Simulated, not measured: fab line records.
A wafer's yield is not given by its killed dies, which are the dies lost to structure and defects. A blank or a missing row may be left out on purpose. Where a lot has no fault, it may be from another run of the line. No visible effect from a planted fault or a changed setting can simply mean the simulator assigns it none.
Lot-split experiment | flow berkeley cmos170 | 5 lots, 23 wafers read, on a route of 331 steps

## THE SPLIT ITSELF
At UCB170_PWELL_OXIDATION_02 (target thk 26.4 nm, ox time 1260 s), the setting ox time s was moved away from the recipe's 1260 s on 5 of the 23 wafers read, by -11.6%. The other wafers ran this setting at the recipe's value.

No step appears in the file between the split and the reading.

## THE READING
Values of PWELL_OXIDE_THK in nm from UCB170_PWELL_THK_MEAS_03. Fault-free wafers of this fab line usually give 26.2 nm, standard deviation 0.58 nm.

wafer  | tool, chamber at the split | ox time s as run, s | against the recipe | PWELL_OXIDE_THK, nm | against lot-mates on the recipe
L074.2 | -, -                       | 1114                | -11.6%             | 23.6                | no lot-mate on the recipe
L074.3 | -, -                       | 1114                | -11.6%             | 23.9                | no lot-mate on the recipe
L074.4 | -, -                       | 1114                | -11.6%             | 23.5                | no lot-mate on the recipe
L074.5 | -, -                       | 1114                | -11.6%             | 23.8                | no lot-mate on the recipe
L074.6 | -, -                       | 1114                | -11.6%             | 23.6                | no lot-mate on the recipe
L076.1 | -, -                       | 1260                | recipe             | 26.4                | -
L076.2 | -, -                       | 1260                | recipe             | 26.0                | -
L076.3 | -, -                       | 1260                | recipe             | 26.3                | -
L076.4 | -, -                       | 1260                | recipe             | 25.9                | -
L076.5 | -, -                       | 1260                | recipe             | 26.2                | -
L078.1 | furnace-04, 0              | 1260                | recipe             | 26.2                | -
L078.3 | furnace-04, 0              | 1260                | recipe             | 26.5                | -
L078.6 | furnace-04, 0              | 1260                | recipe             | 26.4                | -
L083.1 | -, -                       | 1260                | recipe             | 26.2                | -
L083.2 | -, -                       | 1260                | recipe             | 26.0                | -
L083.4 | -, -                       | 1260                | recipe             | 26.2                | -
L083.5 | -, -                       | 1260                | recipe             | 26.5                | -
L083.6 | -, -                       | 1260                | recipe             | 26.0                | -
L085.1 | -, -                       | 1260                | recipe             | 27.3                | -
L085.2 | -, -                       | 1260                | recipe             | 26.7                | -
L085.4 | -, -                       | 1260                | recipe             | 26.9                | -
L085.5 | -, -                       | 1260                | recipe             | 27.1                | -
L085.6 | -, -                       | 1260                | recipe             | 27.0                | -

FIT RESULTS
A straight line over all 23 wafers: PWELL_OXIDE_THK changes by +0.238 nm for each +1% of ox time s; r = +0.95; the points scatter about the line by 0.38 nm.
Too few moved wafers with a lot-mate on the recipe to fit a line net of each lot's own level.

## THE WHOLE CHAIN: every reading that the file lists as answering this split, in the file's order
step                      | what it does                       | reading                                                                            | change (the file's fit)               | r (the file's)
UCB170_PWELL_OXIDATION_02 | target thk 26.4 nm, ox time 1260 s | SiO2_of_PWELL_OXIDATION_02.thk nm (the simulator's own value, which no gauge read) | +0.239 nm for each +1% of the setting | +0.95
UCB170_PWELL_THK_MEAS_03  |                                    | PWELL_OXIDE_THK                                                                    | +0.238 for each +1% of the setting    | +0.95

## THE FILE'S OWN FIT
PWELL_OXIDE_THK changes by +0.238 nm for each +1% of ox time s, r = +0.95.
